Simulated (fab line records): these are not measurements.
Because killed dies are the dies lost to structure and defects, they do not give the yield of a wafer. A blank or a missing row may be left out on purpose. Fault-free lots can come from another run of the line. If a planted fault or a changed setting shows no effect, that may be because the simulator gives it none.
One fault through the eyes of 2 desks | flow berkeley_cmos170 | each desk holds nothing but its own numbers, with what lay behind them at the end

== METROLOGY DESK ==
Means of the sampled wafers that have a number, per lot and without regard to the tool the lot ran on: this is what the gauges read. A lot is out of limits, marked OUT, if its mean lies more than 4 standard deviations from the usual mean; the brackets give that distance.
Columns: A = FIELD_OXIDE_LEFT_1_THK at UCB170_FIELD_THK_MEAS_90, usual 435 nm; B = PVT_TW at UCB170_PVT_TW_MEAS_09, usual 505
lot  | first seen here | A   | B
L612 | day 6 03:17     | 437 | 510
L614 | day 6 14:18     | 426 | 509
L613 | day 6 14:20     | 426 | 506
L617 | day 7 02:05     | 434 | 501
L618 | day 7 09:28     | 426 | 498
L619 | day 7 09:28     | 442 | 506
L626 | day 9 05:44     | 433 | 508
L629 | day 9 20:01     | 438 | 500
L628 | day 9 20:02     | 437 | 508
L631 | day 10 05:14    | 452 | 499
L632 | day 10 11:52    | 437 | 507
L633 | day 10 11:52    | 438 | 499
Finding of this desk: none of the 12 lots has anything out of limits.

== AT THE TOOL OWNER'S DESK: wet_bench-03 ==
The tool's own readings at UCB170_PWELL_WET_ETCH_19 (etches Si3N4 in H3PO4, time 14400 s): means of the sampled wafers that have a number, for each lot that ran on this tool. A lot is out of limits, marked OUT, if its mean lies more than 4 standard deviations from the usual mean; the brackets give that distance.
Columns: A = bath_guard_temp_C at UCB170_PWELL_WET_ETCH_19, usual 159.8 C; B = bath_heat_duty_pct at UCB170_PWELL_WET_ETCH_19, usual 27.6 %
lot  | first seen here | A     | B
L613 | day 4 07:23     | 159.2 | 30.7
L617 | day 4 19:49     | 159.1 | 28.8
Finding of this desk: none of the 2 lots has anything out of limits.

== ALL TOGETHER ==
From the metrology desk's view, nothing was out of limits.
The desk of the tool owner found nothing out of limits.

== WHAT THE SIMULATOR PUT IN ==
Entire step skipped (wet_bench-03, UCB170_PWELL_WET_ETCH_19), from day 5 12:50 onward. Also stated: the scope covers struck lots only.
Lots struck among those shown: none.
